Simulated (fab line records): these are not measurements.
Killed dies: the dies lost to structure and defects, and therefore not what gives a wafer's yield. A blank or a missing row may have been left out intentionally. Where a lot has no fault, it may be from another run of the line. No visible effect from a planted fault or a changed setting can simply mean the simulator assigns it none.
Which tool did it?	flow berkeley-cmos170	14 lots, 42 wafers sampled, at 3 steps of a route of 331

== WHAT EACH GAUGE READ, for each wafer ==
UCB170_NLDD_TW_MEAS_11. Usual: for NLDD_TW the level is 2234 and the standard deviation is 17.
lot	measured	on	NLDD_TW	flag
L698	day 7 09:51	film-metro-01	2256 2255 2254	
L701	day 7 15:29	film-metro-04	2214 2227 2215	
L700	day 7 17:44	film-metro-01	2257 2257 2253	
L702	day 9 02:56	film-metro-03	2225 2216 2217	
L704	day 9 07:54	film-metro-03	2225 2229 2224	
L706	day 9 08:16	film-metro-03	2234 2233 2228	
L703	day 9 08:24	film-metro-01	2258 2249 2263	
L708	day 9 19:24	film-metro-04	2211 2226 2220	
L711	day 10 03:21	film-metro-01	2253 2262 2258	
L709	day 10 10:28	film-metro-04	2209 2194 2202	
L716	day 11 12:29	film-metro-01	2252 2250 2260	
L714	day 11 12:54	film-metro-03	2099 2093 2096	OFF
L719	day 12 09:07	film-metro-01	2096 2110 2112	OFF
L720	day 12 09:31	film-metro-03	2224 2237 2223	

UCB170_SDANNEAL_RS_MEAS_05: uses a four-point probe to measure. Usual: for NLDD_RS the level is 616.1 ohm/sq and the standard deviation is 1.6.
lot	measured	on	NLDD_RS (ohm/sq)	flag
L698	day 7 20:40	film-metro-01	616.3 615.4 615.4	
L701	day 8 05:55	film-metro-03	615.4 615.9 615.1	
L700	day 8 06:39	film-metro-01	614.8 616.5 616.0	
L702	day 9 15:05	film-metro-04	617.6 618.0 616.7	
L704	day 9 15:32	film-metro-03	616.0 615.2 616.1	
L706	day 9 15:17	film-metro-01	617.8 620.8 618.3	
L703	day 9 15:49	film-metro-04	615.5 615.3 615.6	
L708	day 10 07:10	film-metro-03	613.1 613.1 614.0	
L711	day 10 14:47	film-metro-01	615.3 614.2 616.0	
L709	day 10 21:44	film-metro-01	618.2 617.7 618.0	
L716	day 12 02:43	film-metro-01	616.0 616.9 617.5	
L714	day 12 03:01	film-metro-03	719.3 720.7 718.7	OFF
L719	day 12 20:22	film-metro-03	721.8 722.5 723.8	OFF
L720	day 12 20:44	film-metro-01	618.1 616.7 618.2	

== WHICH TOOL RAN EACH LOT (tool, then ch and the chambers of the sampled wafers, then the start) ==
lot	UCB170_NLDD_IMPLANT_08
L698	implanter-01 ch 0, day 7 09:27
L701	implanter-04 ch 0, day 7 15:06
L700	implanter-04 ch 0, day 7 17:22
L702	implanter-04 ch 0, day 9 02:33
L704	implanter-02 ch 0, day 9 07:30
L706	implanter-01 ch 0, day 9 07:52
L703	implanter-04 ch 0, day 9 08:02
L708	implanter-01 ch 0, day 9 19:00
L711	implanter-01 ch 0, day 10 02:57
L709	implanter-02 ch 0, day 10 10:04
L716	implanter-02 ch 0, day 11 12:05
L714	implanter-01 ch 0, day 11 12:30
L719	implanter-01 ch 0, day 12 08:43
L720	implanter-02 ch 0, day 12 09:08
- UCB170_NLDD_IMPLANT_08

== AS READ BY THE TOOLS THEMSELVES (means over the sampled wafers that have a number; for cases with no such wafer, the mark the record gives instead) ==
UCB170_NLDD_IMPLANT_08. Usual: dose-ions-cm2 5e+13, standard deviation 5.5e+10; faraday-current-uA 159, standard deviation 3.3.
lot	tool	dose-ions-cm2	faraday-current-uA	flag
L698	implanter-01	5e+13	163	
L701	implanter-04	5e+13	162	
L700	implanter-04	5e+13	161	
L702	implanter-04	5e+13	156	
L704	implanter-02	5e+13	160	
L706	implanter-01	5e+13	161	
L703	implanter-04	5e+13	156	
L708	implanter-01	5e+13	161	
L711	implanter-01	5e+13	158	
L709	implanter-02	5e+13	161	
L716	implanter-02	5e+13	162	
L714	implanter-01	3e+13	89	OFF
L719	implanter-01	3e+13	93	OFF
L720	implanter-02	5e+13	159	

== THE ANSWER, worked out from the rows above alone ==
Rule: lot off if the mean of its wafers having a number is beyond 3 standard deviations from the usual mean. Also off: a lot with no number at a reading for which 4 or more lots have one. The other lots that the step has rows for count as sound. After the gauges, taken in route order, come the tools' own readings; for these a lot's mean is taken, as printed above. The first step at which some lot is off is used, and at that step the reading that is off furthest; a lot without a number counts as furthest.
Off: at UCB170_NLDD_TW_MEAS_11 (NLDD_TW), L714, L719.
If a tool, at a process step before that reading, ran all the lots that are off and no sound lot after the first of them, it fits. The gauges at UCB170_NLDD_TW_MEAS_11 aren't tried: what is off there is off at UCB170_NLDD_IMPLANT_08 too, on other tools, and a gauge's error can't cause that. One fits: implanter-01 at UCB170_NLDD_IMPLANT_08. Its last sound lot is L711 (day 10 02:57), its first lot that is off L714 (day 11 12:30): a fault that began between those two fits.
The tool's own readings at UCB170_NLDD_IMPLANT_08 bear it out: on the lots that are off they differ by more than 5 times the standard deviation of the sound lots' means. dose-ions-cm2 reads 3e+13 there against 5e+13 on the sound lots; faraday-current-uA reads 91 there against 160 on the sound lots.

== WHAT THE SIMULATOR PUT IN ==
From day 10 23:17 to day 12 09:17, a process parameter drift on implanter-01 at UCB170_NLDD_IMPLANT_08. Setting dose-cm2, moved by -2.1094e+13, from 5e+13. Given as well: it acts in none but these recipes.
Struck lots among those shown: L714, L719. This agrees with what the rule above found.
